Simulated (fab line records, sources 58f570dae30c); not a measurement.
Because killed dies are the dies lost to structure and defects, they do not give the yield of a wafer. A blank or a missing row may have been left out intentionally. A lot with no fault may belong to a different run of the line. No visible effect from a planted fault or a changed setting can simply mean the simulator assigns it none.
Which tool did it? || flow berkeleyCmos170 || 14 lots with 42 wafers sampled at 5 steps, on a route of 331 steps

WHAT THE GAUGES READ, wafer by wafer
UCB170_SCREENOX_THK_MEAS_02. Usual: for SCREENOX_OXIDE_THK the level is 14.32 nm and the standard deviation is 0.25.
{"lot": "L456", "measured": "day 6 08:42", "on": "filmMetro-03", "SCREENOX_OXIDE_THK (nm)": "14.54 14.41 14.39", "flag": ""}
{"lot": "L457", "measured": "day 6 08:42", "on": "filmMetro-01", "SCREENOX_OXIDE_THK (nm)": "14.42 14.34 14.48", "flag": ""}
{"lot": "L458", "measured": "day 6 20:29", "on": "filmMetro-03", "SCREENOX_OXIDE_THK (nm)": "14.86 14.53 14.75", "flag": ""}
{"lot": "L459", "measured": "day 6 20:29", "on": "filmMetro-02", "SCREENOX_OXIDE_THK (nm)": "14.67 14.69 14.76", "flag": ""}
{"lot": "L460", "measured": "day 6 20:29", "on": "filmMetro-01", "SCREENOX_OXIDE_THK (nm)": "14.65 14.44 14.50", "flag": ""}
{"lot": "L462", "measured": "day 7 12:11", "on": "filmMetro-03", "SCREENOX_OXIDE_THK (nm)": "14.18 14.48 14.22", "flag": ""}
{"lot": "L464", "measured": "day 7 21:43", "on": "filmMetro-03", "SCREENOX_OXIDE_THK (nm)": "14.12 14.37 14.34", "flag": ""}
{"lot": "L465", "measured": "day 7 21:47", "on": "filmMetro-01", "SCREENOX_OXIDE_THK (nm)": "14.10 14.07 14.23", "flag": ""}
{"lot": "L470", "measured": "day 9 03:55", "on": "filmMetro-03", "SCREENOX_OXIDE_THK (nm)": "14.64 14.81 14.84", "flag": ""}
{"lot": "L471", "measured": "day 9 03:56", "on": "filmMetro-01", "SCREENOX_OXIDE_THK (nm)": "14.09 14.27 14.01", "flag": ""}
{"lot": "L472", "measured": "day 9 03:59", "on": "filmMetro-02", "SCREENOX_OXIDE_THK (nm)": "14.54 14.48 14.23", "flag": ""}
{"lot": "L474", "measured": "day 9 18:30", "on": "filmMetro-02", "SCREENOX_OXIDE_THK (nm)": "14.44 14.24 14.38", "flag": ""}
{"lot": "L479", "measured": "day 10 15:16", "on": "filmMetro-01", "SCREENOX_OXIDE_THK (nm)": "14.15 14.31 14.35", "flag": ""}
{"lot": "L478", "measured": "day 10 23:32", "on": "filmMetro-02", "SCREENOX_OXIDE_THK (nm)": "14.20 14.61 14.42", "flag": ""}

UCB170_GATE_CD_MEAS_90: the cd target is 350 nm. Usual: 349.5 nm for cdNm, sd 1.4.
{"lot": "L456", "measured": "day 7 09:57", "on": "cdSem-01", "cdNm (nm)": "350.5 351.7 351.3", "flag": ""}
{"lot": "L457", "measured": "day 7 09:41", "on": "cdSem-01", "cdNm (nm)": "348.5 350.2 349.1", "flag": ""}
{"lot": "L458", "measured": "day 7 17:07", "on": "cdSem-02", "cdNm (nm)": "349.7 347.9 348.7", "flag": ""}
{"lot": "L459", "measured": "day 7 16:48", "on": "cdSem-01", "cdNm (nm)": "349.8 350.0 350.2", "flag": ""}
{"lot": "L460", "measured": "day 7 17:50", "on": "cdSem-01", "cdNm (nm)": "348.6 350.3 348.7", "flag": ""}
{"lot": "L462", "measured": "day 8 12:52", "on": "cdSem-02", "cdNm (nm)": "348.8 347.4 347.6", "flag": ""}
{"lot": "L464", "measured": "day 8 21:09", "on": "cdSem-01", "cdNm (nm)": "348.8 348.7 347.7", "flag": ""}
{"lot": "L465", "measured": "day 8 21:49", "on": "cdSem-01", "cdNm (nm)": "350.8 352.2 350.6", "flag": ""}
{"lot": "L470", "measured": "day 10 07:08", "on": "cdSem-02", "cdNm (nm)": "347.8 349.6 349.7", "flag": ""}
{"lot": "L471", "measured": "day 10 06:31", "on": "cdSem-02", "cdNm (nm)": "350.1 349.3 350.7", "flag": ""}
{"lot": "L472", "measured": "day 10 06:44", "on": "cdSem-01", "cdNm (nm)": "349.9 349.2 349.2", "flag": ""}
{"lot": "L474", "measured": "day 10 21:05", "on": "cdSem-01", "cdNm (nm)": "351.0 351.9 350.6", "flag": ""}
{"lot": "L479", "measured": "day 11 16:08", "on": "cdSem-02", "cdNm (nm)": "348.6 346.8 348.0", "flag": ""}
{"lot": "L478", "measured": "day 12 03:23", "on": "cdSem-01", "cdNm (nm)": "349.2 348.8 349.5", "flag": ""}

UCB170_PLDD_OVL_MEAS_07. Usual: for PLDD_OVL the level is 0 nm and the standard deviation is 5.3.
{"lot": "L456", "measured": "day 7 14:33", "on": "overlay-01", "PLDD_OVL (nm)": "-3 -3 8", "flag": ""}
{"lot": "L457", "measured": "day 7 13:56", "on": "overlay-01", "PLDD_OVL (nm)": "5 4 0", "flag": ""}
{"lot": "L458", "measured": "day 7 19:11", "on": "overlay-02", "PLDD_OVL (nm)": "-9 -10 -7", "flag": ""}
{"lot": "L459", "measured": "day 7 18:54", "on": "overlay-02", "PLDD_OVL (nm)": "-3 5 1", "flag": ""}
{"lot": "L460", "measured": "day 7 19:18", "on": "overlay-01", "PLDD_OVL (nm)": "3 11 10", "flag": ""}
{"lot": "L462", "measured": "day 8 15:04", "on": "overlay-01", "PLDD_OVL (nm)": "-3 3 0", "flag": ""}
{"lot": "L464", "measured": "day 8 22:54", "on": "overlay-02", "PLDD_OVL (nm)": "15 2 9", "flag": ""}
{"lot": "L465", "measured": "day 8 23:47", "on": "overlay-01", "PLDD_OVL (nm)": "-5 -1 -6", "flag": ""}
{"lot": "L470", "measured": "day 10 09:04", "on": "overlay-01", "PLDD_OVL (nm)": "-7 -3 -3", "flag": ""}
{"lot": "L471", "measured": "day 10 08:44", "on": "overlay-01", "PLDD_OVL (nm)": "1 9 5", "flag": ""}
{"lot": "L472", "measured": "day 10 08:39", "on": "overlay-02", "PLDD_OVL (nm)": "-5 0 -4", "flag": ""}
{"lot": "L474", "measured": "day 11 01:19", "on": "overlay-01", "PLDD_OVL (nm)": "1 0 3", "flag": ""}
{"lot": "L479", "measured": "day 11 17:58", "on": "overlay-02", "PLDD_OVL (nm)": "-7 1 0", "flag": ""}
{"lot": "L478", "measured": "day 12 06:00", "on": "overlay-01", "PLDD_OVL (nm)": "-2 -2 1", "flag": ""}

UCB170_SDANNEAL_RS_MEAS_04: measurement is done with a four-point probe. Usual: for PLDD_RS the level is 1032.1 ohm/sq and the standard deviation is 2.5.
{"lot": "L456", "measured": "day 8 02:33", "on": "filmMetro-03", "PLDD_RS (ohm/sq)": "1030.2 1030.6 1031.3", "flag": ""}
{"lot": "L457", "measured": "day 8 02:46", "on": "filmMetro-01", "PLDD_RS (ohm/sq)": "1031.5 1032.4 1032.1", "flag": ""}
{"lot": "L458", "measured": "day 8 09:31", "on": "filmMetro-02", "PLDD_RS (ohm/sq)": "1027.8 1025.3 1026.7", "flag": ""}
{"lot": "L459", "measured": "day 8 09:01", "on": "filmMetro-03", "PLDD_RS (ohm/sq)": "1032.2 1036.0 1035.2", "flag": ""}
{"lot": "L460", "measured": "day 8 09:27", "on": "filmMetro-01", "PLDD_RS (ohm/sq)": "1037.6 1034.7 1034.6", "flag": ""}
{"lot": "L462", "measured": "day 9 05:11", "on": "filmMetro-03", "PLDD_RS (ohm/sq)": "1032.8 1034.0 1033.7", "flag": ""}
{"lot": "L464", "measured": "day 9 14:48", "on": "filmMetro-02", "PLDD_RS (ohm/sq)": "1069.7 1071.0 1071.3", "flag": "OFF"}
{"lot": "L465", "measured": "day 9 15:22", "on": "filmMetro-01", "PLDD_RS (ohm/sq)": "1077.1 1074.7 1073.7", "flag": "OFF"}
{"lot": "L470", "measured": "day 11 02:43", "on": "filmMetro-01", "PLDD_RS (ohm/sq)": "1030.1 1030.9 1030.3", "flag": ""}
{"lot": "L471", "measured": "day 11 02:18", "on": "filmMetro-02", "PLDD_RS (ohm/sq)": "1032.8 1031.7 1032.1", "flag": ""}
{"lot": "L472", "measured": "day 11 02:24", "on": "filmMetro-03", "PLDD_RS (ohm/sq)": "1028.4 1029.0 1032.0", "flag": ""}
{"lot": "L474", "measured": "day 11 15:47", "on": "filmMetro-01", "PLDD_RS (ohm/sq)": "1031.0 1033.9 1032.2", "flag": ""}
{"lot": "L479", "measured": "day 12 08:19", "on": "filmMetro-03", "PLDD_RS (ohm/sq)": "1033.2 1029.4 1032.4", "flag": ""}
{"lot": "L478", "measured": "day 12 22:32", "on": "filmMetro-02", "PLDD_RS (ohm/sq)": "1030.0 1029.0 1033.8", "flag": ""}

EACH LOT AND THE TOOL THAT RAN IT (in order: tool; ch and the chambers of the sampled wafers; start)
{"lot": "L456", "UCB170_PLDD_IMPLANT_08": "implanter-02 ch 0, day 7 14:35"}
{"lot": "L457", "UCB170_PLDD_IMPLANT_08": "implanter-01 ch 0, day 7 13:58"}
{"lot": "L458", "UCB170_PLDD_IMPLANT_08": "implanter-04 ch 0, day 7 19:13"}
{"lot": "L459", "UCB170_PLDD_IMPLANT_08": "implanter-02 ch 0, day 7 18:56"}
{"lot": "L460", "UCB170_PLDD_IMPLANT_08": "implanter-01 ch 0, day 7 19:20"}
{"lot": "L462", "UCB170_PLDD_IMPLANT_08": "implanter-04 ch 0, day 8 15:07"}
{"lot": "L464", "UCB170_PLDD_IMPLANT_08": "implanter-02 ch 0, day 8 22:56"}
{"lot": "L465", "UCB170_PLDD_IMPLANT_08": "implanter-02 ch 0, day 8 23:51"}
{"lot": "L470", "UCB170_PLDD_IMPLANT_08": "implanter-04 ch 0, day 10 09:07"}
{"lot": "L471", "UCB170_PLDD_IMPLANT_08": "implanter-01 ch 0, day 10 08:49"}
{"lot": "L472", "UCB170_PLDD_IMPLANT_08": "implanter-04 ch 0, day 10 08:43"}
{"lot": "L474", "UCB170_PLDD_IMPLANT_08": "implanter-01 ch 0, day 11 01:23"}
{"lot": "L479", "UCB170_PLDD_IMPLANT_08": "implanter-01 ch 0, day 11 18:00"}
{"lot": "L478", "UCB170_PLDD_IMPLANT_08": "implanter-04 ch 0, day 12 06:02"}
- UCB170_PLDD_IMPLANT_08

AS READ BY THE TOOLS THEMSELVES (means over the sampled wafers that have a number; for cases with no such wafer, the mark the record gives instead)
UCB170_PLDD_IMPLANT_08. Usual: doseIonsCm2 5.001e+13, standard deviation 5.4e+10; faradayCurrentUA 158.5, standard deviation 2.9.
{"lot": "L456", "tool": "implanter-02", "doseIonsCm2": 4.998e+13, "faradayCurrentUA": 159.8, "flag": ""}
{"lot": "L457", "tool": "implanter-01", "doseIonsCm2": 5.004e+13, "faradayCurrentUA": 156.4, "flag": ""}
{"lot": "L458", "tool": "implanter-04", "doseIonsCm2": 5.000e+13, "faradayCurrentUA": 159.5, "flag": ""}
{"lot": "L459", "tool": "implanter-02", "doseIonsCm2": 5.001e+13, "faradayCurrentUA": 157.8, "flag": ""}
{"lot": "L460", "tool": "implanter-01", "doseIonsCm2": 5.007e+13, "faradayCurrentUA": 159.0, "flag": ""}
{"lot": "L462", "tool": "implanter-04", "doseIonsCm2": 4.997e+13, "faradayCurrentUA": 158.1, "flag": ""}
{"lot": "L464", "tool": "implanter-02", "doseIonsCm2": 4.507e+13, "faradayCurrentUA": 141.7, "flag": "OFF"}
{"lot": "L465", "tool": "implanter-02", "doseIonsCm2": 4.494e+13, "faradayCurrentUA": 144.3, "flag": "OFF"}
{"lot": "L470", "tool": "implanter-04", "doseIonsCm2": 5.004e+13, "faradayCurrentUA": 158.5, "flag": ""}
{"lot": "L471", "tool": "implanter-01", "doseIonsCm2": 5.006e+13, "faradayCurrentUA": 163.7, "flag": ""}
{"lot": "L472", "tool": "implanter-04", "doseIonsCm2": 5.003e+13, "faradayCurrentUA": 160.7, "flag": ""}
{"lot": "L474", "tool": "implanter-01", "doseIonsCm2": 4.995e+13, "faradayCurrentUA": 157.6, "flag": ""}
{"lot": "L479", "tool": "implanter-01", "doseIonsCm2": 5.005e+13, "faradayCurrentUA": 158.6, "flag": ""}
{"lot": "L478", "tool": "implanter-04", "doseIonsCm2": 5.007e+13, "faradayCurrentUA": 158.7, "flag": ""}

THE ANSWER, worked out from the rows above alone
Rule: take the mean of a lot's wafers that have a number; if it is more than 3 standard deviations from the usual mean, the lot is off. Also off: a lot with no number at a reading for which 4 or more lots have one. The other lots that the step has rows for count as sound. After the gauges, taken in route order, come the tools' own readings; for these a lot's mean is taken, as printed above. The first step at which some lot is off is used, and at that step the reading that is off furthest; a lot without a number counts as furthest.
Off: L464, L465, at UCB170_SDANNEAL_RS_MEAS_04 (PLDD_RS).
If a tool, at a process step before that reading, ran all the lots that are off and no sound lot after the first of them, it fits. The gauges at UCB170_SDANNEAL_RS_MEAS_04 aren't tried: what is off there is off at UCB170_PLDD_IMPLANT_08 too, on other tools, and a gauge's error can't cause that. One fits: UCB170_PLDD_IMPLANT_08 on implanter-02. Its last sound lot is L459 (day 7 18:56), its first lot that is off L464 (day 8 22:56): a fault that began between those two fits.
The tool's own readings at UCB170_PLDD_IMPLANT_08 bear it out: on the lots that are off they differ by more than 5 times the standard deviation of the sound lots' means. doseIonsCm2 reads 4.500e+13 there against 5.002e+13 on the sound lots; faradayCurrentUA reads 143.0 there against 159.0 on the sound lots.

WHAT THE SIMULATOR PUT IN
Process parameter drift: implanter-02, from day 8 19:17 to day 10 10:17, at UCB170_PLDD_IMPLANT_08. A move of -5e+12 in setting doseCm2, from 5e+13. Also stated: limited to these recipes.
Shown lots that were struck: L464, L465. The rule above reached the same finding.
